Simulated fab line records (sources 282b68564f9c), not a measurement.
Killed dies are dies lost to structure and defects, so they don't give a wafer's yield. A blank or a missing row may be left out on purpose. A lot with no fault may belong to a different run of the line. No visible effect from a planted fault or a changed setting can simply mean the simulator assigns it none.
2 desks looking at one fault + flow ritCmos + only its own numbers are on each desk; what lay behind them is given at the end

AT THE METROLOGY DESK
What the gauges read, lot by lot, whatever tool the lot ran on: means of the sampled wafers that have a number. A lot is out of limits, marked OUT, if its mean lies more than 4 standard deviations from the usual mean; the brackets give that distance.
Columns: A = SPACER_NITRIDE_THK at RIT_SPACER_THK_MEAS_04, usual 249.8 nm
| lot  | first seen here | A               |
|------|-----------------|-----------------|
| L878 | day 2 23:07     | 248.7           |
| L880 | day 3 08:00     | 249.1           |
| L881 | day 3 13:20     | 250.4           |
| L882 | day 3 19:18     | 248.6           |
| L883 | day 4 02:55     | 251.3           |
| L884 | day 4 04:46     | 250.3           |
| L885 | day 4 09:13     | 250.4           |
| L886 | day 4 17:07     | 251.3           |
| L887 | day 4 20:09     | 423.3 (+87) OUT |
| L890 | day 5 09:44     | 418.3 (+84) OUT |
| L897 | day 6 20:13     | 245.7           |
| L898 | day 7 02:34     | 252.1           |
| L899 | day 7 06:04     | 251.1           |
| L900 | day 7 13:31     | 249.3           |
This desk's result: L887, L890 out of limits, first on L887 (SPACER_NITRIDE_THK at RIT_SPACER_THK_MEAS_04), day 4 20:09. L878, L880, L881, L882, L883, L884, L885, L886, L897, L898, L899, L900 stayed within limits.

AT THE TOOL OWNER'S DESK: lpcvd-02
The tool's own readings at RIT_SPACER_CVD_03 (deposits Si3N4 from SiH2Cl2/NH3, target thk 250 nm, time 3300 s): means of the sampled wafers that have a number, for each lot that ran on this tool. A lot is out of limits, marked OUT, if its mean lies more than 4 standard deviations from the usual mean; the brackets give that distance.
Columns: A = spikeTcCentreC at RIT_SPACER_CVD_03, usual 812.3 C; B = spikeTcLoadC at RIT_SPACER_CVD_03, usual 834.0 C; C = spikeTcSourceC at RIT_SPACER_CVD_03, usual 831.7 C; D = susceptorTempC at RIT_SPACER_CVD_03, usual 810.1 C; E = zonePowerLoadPct at RIT_SPACER_CVD_03, usual 21.6 %; F = zonePowerSourcePct at RIT_SPACER_CVD_03, usual 20.5 %
| lot  | first seen here | A               | B               | C               | D                       | E               | F    |
|------|-----------------|-----------------|-----------------|-----------------|-------------------------|-----------------|------|
| L878 | day 2 20:14     | 814.1           | 833.7           | 826.5           | 810.1                   | 20.9            | 18.6 |
| L881 | day 3 11:25     | 810.6           | 832.2           | 830.5           | 810.4                   | 21.6            | 22.0 |
| L882 | day 3 17:23     | 812.5           | 833.0           | 827.6           | 810.2                   | 20.9            | 18.5 |
| L884 | day 4 02:50     | 814.5           | 833.1           | 827.9           | 809.9                   | 20.8            | 18.5 |
| L886 | day 4 15:11     | 811.2           | 832.3           | 830.1           | 809.8                   | 21.7            | 22.0 |
| L887 | day 4 18:13     | 846.4 (+24) OUT | 868.6 (+14) OUT | 866.5 (+13) OUT | 846.8 (+99 or more) OUT | 24.2 (+4.1) OUT | 24.3 |
| L890 | day 5 07:49     | 847.4 (+25) OUT | 868.3 (+14) OUT | 867.7 (+13) OUT | 846.6 (+99 or more) OUT | 23.8            | 24.2 |
This desk finds L887, L890 out of limits, L887 being first, at day 4 18:13 (spikeTcCentreC at RIT_SPACER_CVD_03). L878, L881, L882, L884, L886 stayed within limits.

ALL TOGETHER
An alarm could have come from the tool owner's desk at day 4 18:13, on L887, L890.
Metrology desk: alarm possible at day 4 20:09 on L887, L890.
On lpcvd-02, each named lot ran RIT_SPACER_CVD_03.

WHAT HAD BEEN PUT IN BY THE SIMULATOR
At RIT_SPACER_CVD_03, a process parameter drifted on lpcvd-02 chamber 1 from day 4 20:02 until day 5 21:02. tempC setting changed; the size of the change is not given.
Struck lots among those shown: L887, L890.
